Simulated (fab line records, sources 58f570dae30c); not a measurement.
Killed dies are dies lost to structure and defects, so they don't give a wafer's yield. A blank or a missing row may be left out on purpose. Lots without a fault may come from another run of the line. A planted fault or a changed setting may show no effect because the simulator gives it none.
Chamber matching | flow berkeley_cmos170 | UCB170_CONTACT_ETCH_17 on rie_diel-01: 4 sister chambers
The step etches BARC in N2/H2. 14 wafers are shown with their chamber, then 7 later ones without.

WAFERS WITH THEIR CHAMBER
wafer  | chamber | throttle_valve_pct (%) | oes_product_au (a.u.)
L491.2 | 3       | 13.28                  | 1.000
L491.3 | 2       | 13.16                  | 0.995
L491.5 | 2       | 13.16                  | 0.992
L495.1 | 0       | 13.46                  | 1.007
L495.2 | 2       | 13.17                  | 0.990
L495.3 | 1       | 13.38                  | 1.012
L498.1 | 2       | 13.16                  | 0.996
L498.4 | 0       | 13.47                  | 1.015
L498.5 | 1       | 13.36                  | 1.021
L501.1 | 0       | 13.46                  | 1.010
L501.4 | 2       | 13.16                  | 0.988
L501.6 | 2       | 13.17                  | 0.991
L509.2 | 1       | 13.37                  | 1.015
L509.4 | 2       | 13.16                  | 0.983

SIGNATURES (means of the wafers above)
reading            | chamber 0 | chamber 1 | chamber 2 | chamber 3 | scatter within a chamber
throttle_valve_pct | 13.4633   | 13.3700   | 13.1629   | 13.2800   | 0.0064
oes_product_au     | 1.01067   | 1.01600   | 0.99071   | 1.00000   | 0.00436
Rule: a wafer's distance from a chamber is the root of the sum, over the readings, of the square of ((its reading less the chamber's mean) divided by the reading's scatter). The wafer belongs to the nearest chamber; if the next one is less than 2 further off, it can't be placed. The scatter: the root of (the sum of the squares of (reading less its chamber's mean) over the shown wafers, divided by (wafers less chambers)).

WAFERS WITHOUT THEIR CHAMBER
wafer  | throttle_valve_pct (%) | oes_product_au (a.u.)
L509.6 | 13.46                  | 1.009
L510.2 | 13.16                  | 0.998
L510.3 | 13.25                  | 0.998
L510.5 | 13.28                  | 1.007
L513.1 | 13.46                  | 1.010
L513.4 | 13.38                  | 1.017
L513.6 | 13.46                  | 1.009

WHICH CHAMBER EACH WENT THROUGH
wafer  | from the rows above | in truth
L509.6 | 0                   | 0
L510.2 | 2                   | 2
L510.3 | 3                   | 3
L510.5 | 3                   | 3
L513.1 | 0                   | 0
L513.4 | 1                   | 1
L513.6 | 0                   | 0
Placed correctly: 7 of 7. Can't be placed from these rows: 0. Placed wrongly: 0.
